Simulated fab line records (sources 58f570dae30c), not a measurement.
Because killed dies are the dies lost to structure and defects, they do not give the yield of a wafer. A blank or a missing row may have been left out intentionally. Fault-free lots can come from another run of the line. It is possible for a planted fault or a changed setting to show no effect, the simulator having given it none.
What tool caused it?	flow berkeley_cmos170	42 wafers sampled from 14 lots at 1 step of a route of 331

WHAT THE GAUGES READ, wafer by wafer
UCB170_NLDD_OVL_MEAS_07. Usual: for NLDD_OVL the level is -1 nm and the standard deviation is 5.
lot	measured	on	NLDD_OVL (nm)	flag
L607	day 6 04:15	overlay-02	3 0 -8	
L608	day 6 05:20	overlay-01	-3 -4 -10	
L606	day 6 05:29	overlay-01	3 -2 -6	
L612	day 7 01:35	overlay-02	7 -2 -2	
L611	day 7 02:16	overlay-02	-5 4 4	
L614	day 7 10:58	overlay-01	1 -5 0	
L617	day 7 20:53	overlay-02	-7 1 -3	
L616	day 7 21:28	overlay-01	1 -2 -1	
L615	day 7 21:43	overlay-02	2 5 0	
L618	day 8 07:01	overlay-02	-9 -12 3	
L619	day 8 07:08	overlay-01	5 -9 -9	
L622	day 9 15:56	overlay-02	-4 -4 -5	
L627	day 10 08:45	overlay-01	-1 -5 0	
L625	day 10 08:56	overlay-02	-8 4 -7	

WHICH TOOL RAN EACH LOT (tool, then ch and the chambers of the sampled wafers, then the start)
The record shows no process step preceding these readings.

WHAT THE TOOLS THEMSELVES READ (means of the sampled wafers that have a number; where no wafer has one, the mark that the record gives instead)
The record holds no such reading with a usual standard deviation.

THE ANSWER, worked out from the rows above alone
Rule: a lot counts as off when the mean over its wafers that have a number is more than 3 standard deviations away from the usual mean. A lot without any number at a reading at which 4 lots or more have one is off too. Any other lot the step has rows for is counted as sound. The gauges are gone through in route order, then the tools' own readings, and for those a lot's mean is taken as printed above. The first step at which some lot is off is used, and at that step the reading that is off furthest; a lot without a number counts as furthest.
Across all readings shown, no lot is off: no conclusion can be drawn from this.

WHAT THE SIMULATOR PUT IN
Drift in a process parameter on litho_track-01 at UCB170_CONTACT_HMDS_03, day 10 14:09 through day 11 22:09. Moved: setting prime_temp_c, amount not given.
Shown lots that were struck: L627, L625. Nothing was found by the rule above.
